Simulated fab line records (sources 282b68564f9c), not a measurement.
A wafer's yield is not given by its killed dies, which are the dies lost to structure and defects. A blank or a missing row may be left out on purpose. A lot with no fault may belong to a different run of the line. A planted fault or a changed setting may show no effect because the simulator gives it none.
fab line records | flow rit-cmos
record lots=13 wafers=39 last-day=7
route steps=202 shown GATE@84 M1@202
lots with no fault: from the same line, run without faults
start-h: the number of hours between the record's first day and the start of the first shown wafer of the lot | wait-h: hours since the lot's step before | " unchanged from the row above | L1.1+2: several wafers, shown together as one row | - value missing, or start not given | * or withheld: withheld | < > ~ a bound
route shown NAME@n: NAME is a module with steps in the file, n the number in the route of the first one | usual: average and standard deviation across the fault-free wafers | same: alike in all rows | chamber/n: place in a boat | sites: the reading at each site | _std_site: standard deviation across them | _edge_site: the outer-site mean with the inner-site mean subtracted | radius-mm: how far each site lies from the wafer's centre | mask NAME#n: copy n | behind: the tool/chamber that last shaped the wafer | hold: what put the lot on hold/how long, in hours/how the hold closed | device: which transistor (n, p or np) failed to switch | end of line: the tests these same wafers got at the end of their route | a step given without rows: its recipe and nothing more | killed: at the first sort, the dies lost to defects and structure; wafer yield is something else | map: a wafer's dies, x killed, . not, _ none there
set.NAME: the setting as run; set.NAME@STEP: as run at that earlier step | model.NAME: the simulator's own value behind a step, which no gauge read
route steps across a sampled set of lots; one table per step, one row per wafer
services: the hour from which a tool's chamber was out of use, counted from the record's first day as start-h (under 0 if before that day), plus the number of hours and why
## steps
# step RIT_GATE_CVD_08
# recipe material=poly-Si target-thk-nm=250 temp-c=610 precursor=SiH4 time-s=2220 pressure-mtorr=300 sih4-flow-sccm=100
# usual spike-tc-source-C=633/4.7 susceptor-temp-C=610.03/0.3 zone-power-load-pct=11.9/0.85 zone-power-source-pct=12.3/0.44
# columns lot.wafer tool chamber start-h wait-h spike-tc-source-C susceptor-temp-C zone-power-load-pct zone-power-source-pct
L454.1 lpcvd-02 0 34.99 0.1 630 610.31 10.6 12.4
L454.4 " 0 " " 626 609.92 10.6 12.6
L454.5 " 0 " " 629 610.08 10.7 12.8
L455.1 lpcvd-02 1 38.89 0.1 641 610.05 12.0 12.2
L455.2 " 1 " " 641 610.12 12.1 12.7
L455.5 " 1 " " 639 609.48 11.8 12.4
L456.3 lpcvd-01 0 43.40 0.0 632 610.20 12.9 11.8
L456.4 " 0 " " 633 610.06 13.0 12.0
L456.6 " 0 " " 632 609.95 13.0 11.9
L457.1 lpcvd-02 0 49.36 0.1 628 610.20 10.7 12.5
L457.3 " 0 " " 628 610.18 10.4 12.4
L457.4 " 0 " " 627 610.35 10.6 12.6
L458.2 lpcvd-02 1 54.09 0.8 641 610.20 11.7 12.4
L458.5 " 1 " " 640 609.99 11.9 12.4
L458.6 " 1 " " 641 610.01 12.0 12.5
L462.2 lpcvd-02 1 78.49 0.3 640 609.98 11.8 12.3
L462.3 " 1 " " 641 610.04 11.9 12.7
L462.6 " 1 " " 640 609.39 12.0 12.5
L464.1 lpcvd-02 0 87.07 0.1 628 610.14 10.7 12.5
L464.2 " 0 " " 628 610.39 10.6 12.5
L464.3 " 0 " " 627 610.47 10.8 12.6
L468.3 lpcvd-01 1 103.56 0.0 633 610.34 11.9 12.9
L468.5 " 1 " " 631 610.44 11.7 12.8
L468.6 " 1 " " 630 610.29 11.7 12.9
L469.2 lpcvd-01 1 109.50 0.0 631 609.61 12.0 12.8
L469.3 " 1 " " 633 609.54 11.6 12.7
L469.5 " 1 " " 633 609.59 11.8 12.9
L470.2 lpcvd-01 0 113.53 0.1 633 610.05 12.9 11.7
L470.3 " 0 " " 632 610.17 12.6 11.8
L470.6 " 0 " " 630 610.10 12.8 11.7
L471.1 lpcvd-01 1 120.13 0.1 631 609.79 11.8 13.0
L471.5 " 1 " " 632 610.02 11.9 13.0
L471.6 " 1 " " 632 610.20 11.8 13.0
L473.1 lpcvd-02 1 128.44 0.1 640 610.36 11.8 12.5
L473.2 " 1 " " 639 610.31 11.9 12.6
L473.4 " 1 " " 640 610.20 11.9 12.4
L476.1 lpcvd-01 0 143.75 0.1 632 610.16 12.6 11.7
L476.4 " 0 " " 630 609.89 12.7 11.8
L476.6 " 0 " " 630 610.02 12.8 11.6
# step RIT_GATE_THK_MEAS_09
# recipe reads=poly-Si_of_GATE_CVD_08
# usual GATE_POLY_THK=249.5/1.9
# columns lot.wafer tool chamber start-h wait-h hold GATE_POLY_THK[nm]
L454.1 film-metro-02 - 36.61 0.0 - 250.8
L454.4 " - " " - 250.1
L454.5 " - " " - 252.4
L455.1 film-metro-03 - 40.51 0.0 - 248.5
L455.2 " - " " - 250.0
L455.5 " - " " - 248.6
L456.3 film-metro-04 - 45.04 0.0 - 249.2
L456.4 " - " " - 250.2
L456.6 " - " " - 249.3
L457.1 film-metro-03 - 50.97 0.0 - 250.3
L457.3 " - " " - 250.9
L457.4 " - " " - 250.8
L458.2 film-metro-03 - 55.71 0.0 - 246.4
L458.5 " - " " - 245.7
L458.6 " - " " - 248.8
L462.2 film-metro-04 - 80.12 0.0 - 250.0
L462.3 " - " " - 249.3
L462.6 " - " " - 249.7
L464.1 film-metro-03 - 88.69 0.0 await-dispo/0.2h/release 273.2
L464.2 " - " " await-dispo/0.2h/release 273.2
L464.3 " - " " await-dispo/0.2h/release 272.6
L464.1 film-metro-03 - 88.91 0.2 - 273.0
L464.2 " - " " - 273.3
L464.3 " - " " - 272.7
L468.3 film-metro-02 - 105.20 0.0 - 251.5
L468.5 " - " " - 249.9
L468.6 " - " " - 250.2
L469.2 film-metro-04 - 111.13 0.0 - 246.2
L469.3 " - " " - 248.5
L469.5 " - " " - 245.7
L470.2 film-metro-04 - 115.16 0.0 - 250.5
L470.3 " - " " - 250.8
L470.6 " - " " - 250.3
L471.1 film-metro-02 - 121.75 0.0 - 252.1
L471.5 " - " " - 250.6
L471.6 " - " " - 250.4
L473.1 film-metro-04 - 130.06 0.0 - 247.5
L473.2 " - " " - 249.0
L473.4 " - " " - 248.1
L476.1 film-metro-04 - 145.36 0.0 - 252.7
L476.4 " - " " - 250.1
L476.6 " - " " - 249.6
# step RIT_GATE_ETCH_19
# recipe chemistry=SF6/CHF3/O2 time-s=165 SF6_flow_sccm=30 CHF3_flow_sccm=30 O2_flow_sccm=5 target=poly-Si pressure-mtorr=40 rf-w=160 target-depth-a=3125 over-etch-frac=0.25 stop-on=SiO2
# usual drypump-motor-current-A=5.9/0.36 oes-product-au=0.846/0.019 throttle-valve-pct=10.30/0.11
# columns lot.wafer tool chamber start-h wait-h drypump-motor-current-A oes-product-au rf-hours-counter-h throttle-valve-pct
L454.1 rie-si-02 3 37.99 0.1 5.8 0.845 110 10.38
L454.4 " 1 " " 5.7 0.869 138 10.14
L454.5 " 0 " " 6.3 0.881 - 10.21
L455.1 rie-si-01 0 44.89 0.1 5.8 0.839 25 10.16
L455.2 " 3 " " 6.2 0.848 117 10.41
L455.5 " 3 " " 6.1 0.853 - 10.40
L456.3 rie-si-02 2 46.36 0.1 6.3 0.814 64 10.35
L456.4 " 3 " " 5.8 0.854 110 10.37
L456.6 " 1 " " 5.7 0.871 - 10.13
L457.1 rie-si-01 2 52.21 0.1 5.5 0.834 59 10.28
L457.3 " 3 " " 6.2 0.848 117 10.41
L457.4 " 0 " " 5.8 0.855 25 10.18
L458.2 rie-si-02 2 57.20 0.1 6.3 0.813 64 10.36
L458.5 " 2 " " 6.3 0.814 - 10.35
L458.6 " 3 " " 5.8 0.845 - 10.39
L462.2 rie-si-02 0 81.34 0.1 6.3 0.870 93 10.22
L462.3 " 1 " " 5.7 0.866 138 10.12
L462.6 " 3 " " 5.8 0.846 - 10.37
L464.1 rie-si-02 0 93.06 0.1 6.3 0.938 93 10.22
L464.2 " 1 " " 5.7 0.927 138 10.14
L464.3 " 2 " " 6.3 0.885 64 10.35
L468.3 rie-si-02 1 106.67 0.1 5.7 0.874 139 10.14
L468.5 " 3 " " 5.8 0.848 - 10.37
L468.6 " 2 " " 6.4 0.829 - 10.36
L469.2 rie-si-01 1 112.52 0.1 5.2 0.821 142 10.48
L469.3 " 2 " " 5.5 0.835 59 10.28
L469.5 " 0 " " 5.8 0.830 - 10.15
L470.2 rie-si-02 1 116.36 0.1 5.7 0.871 139 10.13
L470.3 " 2 " " 6.3 0.820 64 10.35
L470.6 " 2 " " 6.3 0.826 - 10.35
L471.1 rie-si-01 2 123.09 0.1 5.5 0.829 59 10.26
L471.5 " 2 " " 5.5 0.845 - 10.27
L471.6 " 1 " " 5.2 0.828 - 10.47
L473.1 rie-si-01 3 131.42 0.1 6.1 0.832 118 10.40
L473.2 " 2 " " 5.5 0.829 59 10.27
L473.4 " 0 " " 5.8 0.835 26 10.15
L476.1 rie-si-02 0 146.58 0.1 6.3 0.883 94 10.23
L476.4 " 3 " " 5.8 0.850 111 10.38
L476.6 " 0 " " 6.3 0.881 - 10.20
# step RIT_M1_PROBE_99
# usual killed_at_M0_to_M3=0.0/0.14 killed-at-contacts=0.0/0.22 killed-at-front-end=6.9/3 killed-dies=6.9/3 killed-open=3.5/2 killed-short=3.4/2.1
# same gross-dies=264 killed_at_M4_up=0 killed-at-back-side=0 killed-at-other=0
# columns lot.wafer tool chamber start-h wait-h killed_at_M0_to_M3 killed-at-contacts killed-at-front-end killed-dies killed-open killed-short
L464.1 prober-01 - 117.42 0.1 0 0 7 7 1 6
L464.2 prober-01 - 117.47 0.1 0 0 11 11 2 9
L464.3 prober-01 - 117.52 0.2 0 0 7 7 3 4
# killed by level:class
L464.1 GATE:geometric-particle:short=4 REOX:geometric-particle:short=2 FOX2:geometric-particle:open=1
L464.2 REOX:geometric-particle:short=4 FOX1:geometric-particle:short=2 GATE:geometric-particle:open=2 GATE:geometric-particle:short=2 SILICIDE:geometric-particle:short=1
L464.3 GATE:geometric-particle:short=2 SPACER:geometric-particle:short=2 FOX1:geometric-particle:open=1 GATE:geometric-particle:open=1 REOX:geometric-particle:open=1
## services
# columns tool chamber start-h hours kind
rie-si-01 3 13.36 3.8 repair
rie-si-01 0 53.00 7.8 repair
lpcvd-01 - 70.48 6.1 pm
lpcvd-01 - 105.36 0.9 repair
## key
first-sign step=RIT_GATE_THK_MEAS_09 reading=visit direction=added
effect step=RIT_GATE_THK_MEAS_09 reading=GATE_POLY_THK direction=up sigmas=12 usual=249.5 struck=273.0
effect step=RIT_GATE_ETCH_19 reading=oes-product-au direction=up sigmas=3.8 usual=0.846 struck=0.917
met-at RIT_GATE_CVD_08
struck-lots L464
struck-wafers L464.1,L464.2,L464.3
tester-left-out L464
onset-between 49.36 87.07
fault kind=process-parameter-drift tool=lpcvd-02 chamber=0 onset-h=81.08 steps=RIT_GATE_CVD_08 channel=target-thk-nm offset=24.066 shape=step end-h=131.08 acts-in=these-recipes-only stated=250
# tester-left-out: of these lots the tester's yield and bins aren't shown, on N5 and GAA mostly nor the transistor test; their killed dies are dies lost to structure and defects alone, not to doping, threshold or leakage, so they don't give the yield
